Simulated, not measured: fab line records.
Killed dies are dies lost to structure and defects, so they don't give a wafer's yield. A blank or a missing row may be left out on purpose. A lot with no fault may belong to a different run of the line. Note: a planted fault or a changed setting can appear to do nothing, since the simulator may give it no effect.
Matching of chambers | flow rit-cmos | rie-diel-02 running RIT_CONTACT_ETCH_11: 4 sister chambers
The step etches SiO2 in CHF3/CF4/Ar, stops on TiSi2, target depth 480 nm, time 320 s. 4 wafers are shown with their chamber, then 8 later ones without.

== EACH WAFER AND ITS CHAMBER ==
wafer  | chamber | throttle-valve-pct (%)
L431.4 | 3       | 8.96
L444.2 | 1       | 8.68
L444.6 | 2       | 8.86
L448.1 | 0       | 8.94

== WAFERS WHOSE CHAMBER IS MISSING ==
wafer  | throttle-valve-pct (%)
L448.4 | 8.87
L448.6 | 8.69
L449.1 | 8.96
L449.5 | 8.96
L449.6 | 8.94
L451.1 | 8.97
L451.5 | 8.97
L451.6 | 8.68

== THE CHAMBER EACH PASSED THROUGH ==
wafer  | from the rows above | in truth
L448.4 | 2                   | 2
L448.6 | 1                   | 1
L449.1 | 3                   | 3
L449.5 | 3                   | 3
L449.6 | 0                   | 0
L451.1 | 3                   | 3
L451.5 | 3                   | 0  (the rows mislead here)
L451.6 | 1                   | 1
Correct placement for 7 of the 8. Not placeable from these rows: 0. Placed wrongly: 1.
How it was worked out, from the rows above alone: a wafer's distance from a chamber is the root of the sum, over the readings, of the square of ((its reading less the chamber's mean) divided by the reading's scatter). If the next closest chamber is less than 2 further off than the closest, the wafer can't be placed; otherwise it belongs to the closest. For every chamber, the mean is computed from those of its wafers that are shown. The scatter: with one shown wafer a chamber, the root of the mean of the squares of how far each hidden wafer lies from its nearest shown one.
